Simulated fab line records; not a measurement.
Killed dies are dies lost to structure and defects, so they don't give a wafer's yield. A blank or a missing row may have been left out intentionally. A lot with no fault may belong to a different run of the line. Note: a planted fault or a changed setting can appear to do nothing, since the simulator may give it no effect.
Which tool is to blame? ; flow rit-cmos ; 15 lots, 45 wafers sampled, at 6 steps of a route of 202

WHAT EACH GAUGE READ, for each wafer
RIT_GATE_THK_MEAS_07. Usual: GATE_OXIDE_THK gives 3.01 nm (standard deviation 0.069).
lot;measured;on;GATE_OXIDE_THK (nm);flag
L782;day 2 10:48;film-metro-01;3.03 3.07 3.08;
L783;day 2 17:34;film-metro-01;3.14 3.11 3.11;
L784;day 2 21:08;film-metro-02;2.93 2.97 2.89;
L787;day 3 10:28;film-metro-02;2.92 3.04 3.07;
L790;day 4 07:40;film-metro-03;2.91 2.99 2.99;
L791;day 4 10:16;film-metro-02;2.98 2.91 2.89;
L792;day 4 12:52;film-metro-02;3.05 2.96 3.00;
L793;day 5 00:53;film-metro-03;2.88 2.93 2.91;
L794;day 5 02:38;film-metro-02;3.01 2.98 2.92;
L795;day 5 03:28;film-metro-03;3.03 2.94 2.96;
L797;day 5 15:17;film-metro-01;3.10 3.03 3.08;
L799;day 6 04:14;film-metro-02;2.96 2.96 3.00;
L803;day 6 19:31;film-metro-01;3.03 3.11 3.03;
L804;day 7 00:35;film-metro-01;2.99 3.02 3.06;
L805;day 7 04:22;film-metro-03;3.00 2.98 2.95;

RIT_GATE_OVL_MEAS_17. Usual: GATE_OVL gives -0.4 nm (standard deviation 1.4).
lot;measured;on;GATE_OVL (nm);flag
L782;day 2 13:38;overlay-01;2.8 0.1 2.0;
L783;day 2 20:23;overlay-02;-0.1 0.2 -0.5;
L784;day 2 23:58;overlay-02;0.1 2.5 0.4;
L787;day 3 13:18;overlay-01;-0.1 -3.0 -1.3;
L790;day 4 10:25;overlay-01;-2.1 -2.7 -1.5;
L791;day 4 12:58;overlay-01;0.7 -0.4 -1.2;
L792;day 4 16:30;overlay-02;0.0 0.4 -0.5;
L793;day 5 03:51;overlay-01;-0.6 -1.1 -0.2;
L794;day 5 05:20;overlay-02;-0.6 -2.0 -1.0;
L795;day 5 06:20;overlay-01;2.1 1.9 1.3;
L797;day 5 17:59;overlay-02;0.4 0.2 -0.6;
L799;day 6 06:56;overlay-02;0.6 0.1 1.6;
L803;day 6 22:21;overlay-01;0.2 -2.1 -1.9;
L804;day 7 03:25;overlay-01;-1.2 -1.6 -2.0;
L805;day 7 07:12;overlay-02;1.2 0.7 0.8;

RIT_PSD_TW_MEAS_10. Usual: PSD_TW gives 3413 (standard deviation 34).
lot;measured;on;PSD_TW;flag
L782;day 3 01:41;film-metro-01;3422 3424 3422;
L783;day 3 08:13;film-metro-04;3396 3415 3403;
L784;day 3 12:52;film-metro-01;3431 3440 3443;
L787;day 4 01:24;film-metro-01;3427 3435 3421;
L790;day 4 22:23;film-metro-03;3393 3377 3390;
L791;day 5 00:53;film-metro-04;3120 3136 3125;OFF
L792;day 5 05:33;film-metro-04;3142 3130 3127;OFF
L793;day 5 18:16;film-metro-01;3150 3132 3115;OFF
L794;day 5 20:54;film-metro-03;3354 3360 3374;
L795;day 5 22:09;film-metro-03;3358 3356 3373;
L797;day 6 06:16;film-metro-01;3464 3455 3469;
L799;day 6 19:09;film-metro-03;3366 3367 3383;
L803;day 7 10:34;film-metro-01;3434 3446 3443;
L804;day 7 15:40;film-metro-03;3388 3390 3385;
L805;day 7 19:59;film-metro-03;3345 3383 3374;

RIT_SDANNEAL_RS_MEAS_04: measures by four-point-probe. Usual: PSD_RS gives 115.9 ohm/sq (standard deviation 0.33).
lot;measured;on;PSD_RS (ohm/sq);flag
L782;day 3 02:12;film-metro-04;116.5 115.9 116.2;
L783;day 3 08:43;film-metro-03;116.0 115.9 115.9;
L784;day 3 13:23;film-metro-04;115.6 116.0 116.0;
L787;day 4 02:05;film-metro-03;116.1 115.9 116.3;
L790;day 4 22:52;film-metro-01;115.2 115.3 115.5;
L791;day 5 01:22;film-metro-03;138.2 138.2 138.0;OFF
L792;day 5 06:02;film-metro-03;137.7 137.9 138.4;OFF
L793;day 5 18:45;film-metro-03;138.2 138.7 138.6;OFF
L794;day 5 21:23;film-metro-03;116.4 116.3 116.3;
L795;day 5 22:38;film-metro-03;115.7 116.1 115.9;
L797;day 6 06:47;film-metro-04;115.9 115.7 115.7;
L799;day 6 19:38;film-metro-04;115.5 115.8 115.4;
L803;day 7 11:04;film-metro-03;115.7 115.9 115.9;
L804;day 7 16:10;film-metro-01;115.5 116.0 115.9;
L805;day 7 20:28;film-metro-01;115.7 115.4 115.6;

RIT_CONTACT_CD_MEAS_08: target cd 1000 nm. Usual: 1000.6 nm for cd-nm, sd 2.6.
lot;measured;on;cd-nm (nm);flag
L782;day 3 04:16;cd-sem-01;1001.4 1000.9 1003.6;
L783;day 3 10:55;cd-sem-01;999.7 998.2 1000.8;
L784;day 3 15:28;cd-sem-02;1002.6 1001.5 1000.0;
L787;day 4 04:22;cd-sem-01;999.0 998.7 999.1;
L790;day 5 00:58;cd-sem-02;997.0 996.5 998.1;
L791;day 5 03:27;cd-sem-02;1001.6 1002.4 1002.2;
L792;day 5 08:14;cd-sem-02;998.2 999.0 1000.4;
L793;day 5 20:57;cd-sem-02;1003.1 1002.1 1003.5;
L794;day 5 23:57;cd-sem-02;1000.7 1002.7 1002.1;
L795;day 6 00:59;cd-sem-02;1001.8 1001.8 997.9;
L797;day 6 09:01;cd-sem-02;1006.1 1004.6 1005.9;
L799;day 6 21:59;cd-sem-02;997.5 995.3 996.3;
L803;day 7 13:17;cd-sem-02;1000.5 997.1 1001.2;
L804;day 7 18:14;cd-sem-01;1000.6 1002.0 1000.3;
L805;day 7 22:35;cd-sem-01;1001.8 1001.4 998.9;

WHAT TOOL EACH LOT RAN ON (gives the tool, then ch and the chambers of the sampled wafers, and finally the start)
lot;RIT_PSD_IMPLANT_08
L782;implanter-02 ch 0, day 3 01:22
L783;implanter-03 ch 0, day 3 07:54
L784;implanter-02 ch 0, day 3 12:33
L787;implanter-02 ch 0, day 4 01:06
L790;implanter-02 ch 0, day 4 22:03
L791;implanter-02 ch 0, day 5 00:34
L792;implanter-02 ch 0, day 5 05:13
L793;implanter-02 ch 0, day 5 17:56
L794;implanter-04 ch 0, day 5 20:35
L795;implanter-03 ch 0, day 5 21:50
L797;implanter-03 ch 0, day 6 05:57
L799;implanter-04 ch 0, day 6 18:50
L803;implanter-04 ch 0, day 7 10:15
L804;implanter-04 ch 0, day 7 15:21
L805;implanter-04 ch 0, day 7 19:40
- RIT_PSD_IMPLANT_08

AS READ BY THE TOOLS THEMSELVES (means over the sampled wafers that have a number; for cases with no such wafer, the mark the record gives instead)
RIT_PSD_IMPLANT_08. Usual: beam-energy-keV 27.000, standard deviation 0.0092; dose-ions-cm2 5.001e+15, standard deviation 5.6e+12.
lot;tool;beam-energy-keV;dose-ions-cm2;flag
L782;implanter-02;26.994;5.004e+15;
L783;implanter-03;27.003;4.996e+15;
L784;implanter-02;26.993;5.009e+15;
L787;implanter-02;27.010;5.001e+15;
L790;implanter-02;27.006;4.999e+15;
L791;implanter-02;18.887;4.999e+15;OFF
L792;implanter-02;18.900;5.003e+15;OFF
L793;implanter-02;18.899;5.002e+15;OFF
L794;implanter-04;26.998;4.995e+15;
L795;implanter-03;27.003;5.009e+15;
L797;implanter-03;26.985;4.992e+15;
L799;implanter-04;26.998;4.996e+15;
L803;implanter-04;27.006;5.007e+15;
L804;implanter-04;27.009;4.994e+15;
L805;implanter-04;26.999;4.996e+15;

THE ANSWER, worked out from the rows above alone
Rule: a lot counts as off when the mean over its wafers that have a number is more than 3 standard deviations away from the usual mean. Also off: a lot with no number at a reading for which 4 or more lots have one. Any other lot the step has rows for is counted as sound. Order of review: gauges by route order, followed by the tools' own readings, for which a lot's mean as printed above is used. At the first step where some lot is off, the reading lying furthest off is the one used; lots without a number count as furthest.
Off: L791, L792, L793, at RIT_PSD_TW_MEAS_10 (PSD_TW).
If a tool, at a process step before that reading, ran all the lots that are off and no sound lot after the first of them, it fits. Not tried: the gauges at RIT_PSD_TW_MEAS_10; whatever is off there is also off at RIT_SDANNEAL_RS_MEAS_04, on other tools, and gauge error can't account for it. One fits: implanter-02 at RIT_PSD_IMPLANT_08. A fault onset in the window from L790 (day 4 22:03, its last sound lot) to L791 (day 5 00:34, its first lot off) fits.
On the lots that are off, the tool's own readings at RIT_PSD_IMPLANT_08 differ by more than 5 times the standard deviation of the sound lots' means, which bears it out; beam-energy-keV reads 18.895 there versus 27.000 on the sound lots.

WHAT THE SIMULATOR HAD INSERTED
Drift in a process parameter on implanter-02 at RIT_PSD_IMPLANT_08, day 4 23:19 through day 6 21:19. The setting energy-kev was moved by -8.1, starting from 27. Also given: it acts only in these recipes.
Shown lots that were struck: L791, L792, L793. The same result came from the rule above.
